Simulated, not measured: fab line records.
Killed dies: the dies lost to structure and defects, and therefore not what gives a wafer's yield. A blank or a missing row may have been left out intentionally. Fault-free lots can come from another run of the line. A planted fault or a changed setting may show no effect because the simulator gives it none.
A struck lot beside a sound one | flow berkeleyCmos170 | 14 steps out of a route of 331
Sound: wafers L486.3, L486.4, L486.5. Struck: wafer L492.2 (left out: L492.3, L492.6 of the same lot, which were not struck); the cause appears at the end.
For every step that has rows: the tool of each side, followed by ch and its chambers, followed by its first start. Under that, the readings that differ: sound wafers | struck wafers | difference of the means | sigmas: that difference in standard deviations of wafers without a fault.
alike: a reading whose means differ by less than 2 such deviations, as well as words and numbers matching on both sides. not compared: withheld readings; readings where some wafer has no value; bounds like >300 that might hide an equal value; numbers whose values overlap and for which the record gives no deviation.
A row with sigmas, a row that says differs or no value, or rows on one side alone: a step with any of these is where the two part. Numbers that have no deviation but don't overlap get no sigmas and don't part them. A reading missing from all wafers of one side parts the sides only when that side holds two or more wafers.

first, 2 steps without rows for these wafers: UCB170_GATE_ANNEAL_03 (time 1800 s); UCB170_GATE_CVD_04 (deposits poly-Si from SiH4, time 1440 s, target thk 214 nm).
UCB170_GATE_THK_MEAS_05:
  sound: filmMetro-02 at day 7 04:12; struck: filmMetro-02 at day 8 02:38
  alike: GATE_POLY_THK
then, 6 steps without rows for these wafers: UCB170_GATE_COAT_06; UCB170_GATE_COAT_07 (resist thk 900 nm); UCB170_GATE_SOFTBAKE_08 (time 60 s); UCB170_GATE_EXPOSE_09 (exposes mask POLY, target cd 350 nm); UCB170_GATE_PEB_10; UCB170_GATE_DEVELOP_11 (develop time 45 s).
UCB170_GATE_CD_MEAS_12 targets a cd of 350 nm.
  sound: cdSem-01 at day 7 05:56; struck: cdSem-01 at day 8 03:40
reading   | sound             | struck | difference | sigmas
cdNm (nm) | 350.3 350.4 350.9 | 347.4  | -3.1       | -2
UCB170_GATE_OVL_MEAS_13:
  sound: overlay-01 at day 7 06:02; struck: overlay-02 at day 8 03:46
  alike: GATE_OVL
UCB170_GATE_ETCH_14: etches BARC in N2/H2.
  sound on rieDiel-03 ch 0,2,3, day 7 06:04; struck on rieDiel-03 ch 3, day 8 03:48
  alike: chamberPressureMTorr, drypumpMotorCurrentA, oesProductAu, throttleValvePct
UCB170_GATE_ETCH_15: etches poly-Si in HBr/Cl2, stops on SiO2, time 56.3 s, target depth 278.2 nm.
  sound on rieSi-02 ch 0,2, day 7 06:06; struck on rieSi-02 ch 0, day 8 03:51
reading                              | sound             | struck | difference | sigmas
oesProductAu (a.u.)                  | 0.841 0.826 0.814 | 0.697  | -0.130     | -16
model.GATE.featureDepthNm (nm)       | 216.9 215.4 215.3 | 161.6  | -54.3      | 
model.etch.depthNm (nm)              | 216.9 215.4 215.3 | 161.6  | -54.3      | 
model.KrF_of_GATE_COAT_07.thkNm (nm) | 777.8 786 781.2   | 820.6  | +38.9      | 
  alike: chamberPressureMTorr, drypumpMotorCurrentA, throttleValvePct
  not compared: rfHoursCounterH
UCB170_GATE_STRIP_16: strips in O2.
  sound on plasmaAsher-02 ch 0,1, day 7 06:11; struck on plasmaAsher-03 ch 0, day 8 03:54
reading             | sound | struck | difference                   | sigmas
rfHoursCounterH (h) | - - - | 49     | no value on the sound wafers | 
  alike: chamberPressureMTorr, drypumpMotorCurrentA, oesProductAu

WHERE THEY PART
Earliest at UCB170_GATE_CD_MEAS_12; latest, in this record, at UCB170_GATE_STRIP_16.

WHY: what had been put in by the simulator
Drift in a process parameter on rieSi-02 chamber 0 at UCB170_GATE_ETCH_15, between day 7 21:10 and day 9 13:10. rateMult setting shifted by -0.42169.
